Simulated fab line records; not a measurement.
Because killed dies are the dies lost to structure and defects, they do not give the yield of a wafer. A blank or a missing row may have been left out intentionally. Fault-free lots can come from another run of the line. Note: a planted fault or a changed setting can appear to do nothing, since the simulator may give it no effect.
Struck lot and sound lot, side by side | flow rit-cmos | 17 out of 202 route steps
Sound: wafers L533.1, L533.2, L533.6. Wafers struck: L540.1, L540.3, L540.4. Last of all comes the cause.
For every step that has rows: the tool of each side, followed by ch and its chambers, followed by its first start. Under that, the readings that differ: sound wafers | struck wafers | difference of the means | sigmas: that difference in standard deviations of wafers without a fault.
alike: same words and numbers on both sides, and readings whose means sit less than 2 such deviations apart. not compared: any withheld reading, any reading some wafer has no value for, any bound like >300 that may hide the same value, and any number with overlapping values for which the record gives no deviation.
Wherever a step has rows on one side only, a row that says differs or no value, or a row with sigmas, the two part there. When numbers do not overlap yet have no deviation, they are printed without sigmas and do not part them. A reading missing from all wafers of one side parts the sides only when that side holds two or more wafers.

first, 1 step without rows for these wafers: RIT_PRETRO_DEVELOP_05 (develop time 68 s).
RIT_PRETRO_OVL_MEAS_06:
  sound: overlay-02 at day 4 19:55; struck: overlay-01 at day 6 02:46
  alike: PRETRO_OVL
then, 2 steps without rows for these wafers: RIT_PRETRO_HARDBAKE_07 (time 120 s); RIT_PRETRO_IMPLANT_08.
RIT_PRETRO_STRIP_09: strips in O2, time 180 s.
  sound on plasma-asher-02 ch 0,1, day 4 20:21; struck on plasma-asher-01 ch 0,1, day 6 03:12
  alike: drypump-motor-current-A
  not compared: rf-hours-counter-h
RIT_PRETRO_TW_MEAS_10:
  sound: film-metro-01 at day 4 20:31; struck: film-metro-04 at day 6 03:22
  alike: PRETRO_TW
then, 5 steps without rows for these wafers: RIT_GATE_WET_ETCH_00 (etches SiO2 in BOE, target depth 56 nm, time 60 s); RIT_GATE_CLEAN_01 (cleans in SC1, time 600 s); RIT_GATE_CLEAN_02 (cleans in dHF, time 30 s); RIT_GATE_CLEAN_03 (cleans in SC2, time 600 s); RIT_GATE_CLEAN_04 (cleans in dHF, time 60 s).
RIT_FOX2_THK_MEAS_91:
  sound: film-metro-02 at day 4 21:02; struck: film-metro-01 at day 6 03:52
  reading                     | sound       | struck      | difference | sigmas
  FIELD_OXIDE_LEFT_2_THK (nm) | 226 214 228 | 233 236 244 | +15        | +2
RIT_GATE_OXIDATION_05: target thk 3 nm, ox time 270 s.
  sound on furnace-04 ch 0, day 4 22:11; struck on furnace-03 ch 0, day 6 05:44
  reading                                     | sound             | struck            | difference | sigmas
  zone-power-centre-pct (%)                   | 43.8 44.9 44.6    | 39.7 39.3 38.7    | -5.2       | -2
  model.SiO2_of_GATE_OXIDATION_05.thk-nm (nm) | 2.871 2.839 2.915 | 3.272 3.277 3.284 | +0.403     |
  alike: ox-temp-c, zone-power-load-pct
then, 1 step without rows for these wafers: RIT_GATE_ANNEAL_06 (time 600 s).
RIT_GATE_THK_MEAS_07:
  sound: film-metro-02 at day 5 03:21; struck: film-metro-01 at day 6 08:59
  reading             | sound          | struck         | difference | sigmas
  GATE_OXIDE_THK (nm) | 2.86 2.81 2.94 | 3.26 3.27 3.30 | +0.41      | +6
then, 1 step without rows for these wafers: RIT_GATE_CVD_08 (deposits poly-Si from SiH4, target thk 250 nm, time 2220 s).
RIT_M1_PROBE_99:
  sound: prober-01 at day 6 03:00; struck: prober-02 at day 7 07:58
  reading                             | sound             | struck            | difference | sigmas
  model.etest.pmos_0p3.r-on-ohm-um    | 6050 5967 6124    | 6573 6623 6772    | +609       |
  model.etest.pmos-turned.r-on-ohm-um | 3282 3228 3309    | 3534 3525 3624    | +288       |
  model.etest.pmos_0p15.r-on-ohm-um   | 2645 2599 2677    | 2837 2836 2900    | +217       |
  model.etest.nmos_0p3.r-on-ohm-um    | 2057 2018 2068    | 2238 2249 2296    | +213       |
  model.etest.nmos_0p15.r-on-ohm-um   | 1064 1044 1067    | 1130 1123 1142    | +73        |
  model.etest.nmos_0p15.drive-ua-um   | 507.9 520 501.1   | 433.3 434.8 430.6 | -76.8      |
  model.etest.nmos-narrow.drive-ua-um | 249.2 257.4 248   | 207.2 206 203.5   | -46.0      |
  model.etest.nmos_0p3.drive-ua-um    | 243.3 248.5 239.7 | 199.8 198.8 198.6 | -44.8      |
  alike: killed-at-contacts, killed-at-front-end, killed-dies, killed-on-rim, killed-open, killed-short

WHERE THEY PART
Last at RIT_GATE_THK_MEAS_07 as far as this record goes, first at RIT_FOX2_THK_MEAS_91. Later steps at which nothing parts them and some readings are alike: RIT_M1_PROBE_99.

WHY: whatever the simulator had introduced
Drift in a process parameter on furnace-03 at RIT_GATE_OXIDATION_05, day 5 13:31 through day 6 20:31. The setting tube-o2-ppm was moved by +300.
